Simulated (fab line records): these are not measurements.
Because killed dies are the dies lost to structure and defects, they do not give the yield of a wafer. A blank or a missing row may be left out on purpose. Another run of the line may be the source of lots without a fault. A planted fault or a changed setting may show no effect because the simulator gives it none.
What tool caused it? ; flow rit-cmos ; 13 lots with 39 wafers sampled at 2 steps, on a route of 202 steps

WHAT EACH GAUGE READ, for each wafer
Not one reading of a measure or inspect step in the record can be checked against a usual standard deviation.

TOOL THAT RAN EACH LOT (tool first, then ch and the chambers of the sampled wafers, then the start)
lot;RIT_PSD_STRIP_09;RIT_M1_PROBE_99
L928;plasma-asher-04 ch 0,1, day 3 07:30;-
L929;plasma-asher-01 ch 0,1, day 3 10:20;-
L930;plasma-asher-01 ch 0, day 3 13:19;-
L933;plasma-asher-03 ch 0, day 4 06:06;prober-02, day 4 14:26
L941;plasma-asher-01 ch 0,1, day 6 01:52;-
L942;plasma-asher-04 ch 0,1, day 6 06:11;-
L943;plasma-asher-01 ch 0,1, day 6 09:27;-
L944;plasma-asher-04 ch 0,1, day 6 15:07;-
L945;plasma-asher-03 ch 0,1, day 6 20:11;-
L946;plasma-asher-03 ch 0,1, day 7 00:07;-
L947;plasma-asher-03 ch 0,1, day 7 06:02;-
L948;plasma-asher-01 ch 0,1, day 7 12:16;-
L949;plasma-asher-01 ch 0, day 7 17:24;-
- RIT_PSD_STRIP_09: strips in O2, time 180 s.
- RIT_M1_PROBE_99

WHAT THE TOOLS THEMSELVES READ (means of the sampled wafers that have a number; where no wafer has one, the mark that the record gives instead)
RIT_PSD_STRIP_09.
lot;tool;drypump-motor-current-A (A);run-length-s (s)
L928;plasma-asher-04;6.2;208.5
L929;plasma-asher-01;5.3;208.1
L930;plasma-asher-01;5.6;208.5
L933;plasma-asher-03;5.7;117.3
L941;plasma-asher-01;5.5;208.1
L942;plasma-asher-04;6.4;208.6
L943;plasma-asher-01;5.3;208.0
L944;plasma-asher-04;6.2;208.5
L945;plasma-asher-03;5.6;208.6
L946;plasma-asher-03;5.6;208.9
L947;plasma-asher-03;5.6;208.6
L948;plasma-asher-01;5.5;208.3
L949;plasma-asher-01;5.7;208.3

RIT_M1_PROBE_99.
lot;tool;killed-at-contacts;killed-at-front-end;killed-dies;killed-on-rim;killed-open;killed-short
L933;prober-02;0.0;264.0;264.0;70.0;3.0;3.0

THE ANSWER, worked out from the rows above alone
Rule: the lots themselves supply what counts as usual. Put in order of their means at a reading, lots are off if they are a third of the lots or fewer, leave a main group of 4 or more, and stand apart from it by a gap of 3 or more times the standard deviation of the main group's means; of several such gaps the widest counts. Not used: any main group whose means are identical at the precision the tables above print for the reading. A lot without any number at a reading at which 4 lots or more have one is off too. Where the step has rows for the other lots, those lots are counted as sound. The gauges are gone through in route order, then the tools' own readings, and for those a lot's mean is taken as printed above. At the first step where some lot is off, the reading lying furthest off is the one used; lots without a number count as furthest.
Off at RIT_PSD_STRIP_09 (run-length-s): L933. The main group: mean 208.4 s, standard deviation 0.25.
If a tool, at that step or one of the process steps before it, ran each lot that is off and ran no sound lot following the first of them, it fits. None of those tried fits.

WHAT HAD BEEN PUT IN BY THE SIMULATOR
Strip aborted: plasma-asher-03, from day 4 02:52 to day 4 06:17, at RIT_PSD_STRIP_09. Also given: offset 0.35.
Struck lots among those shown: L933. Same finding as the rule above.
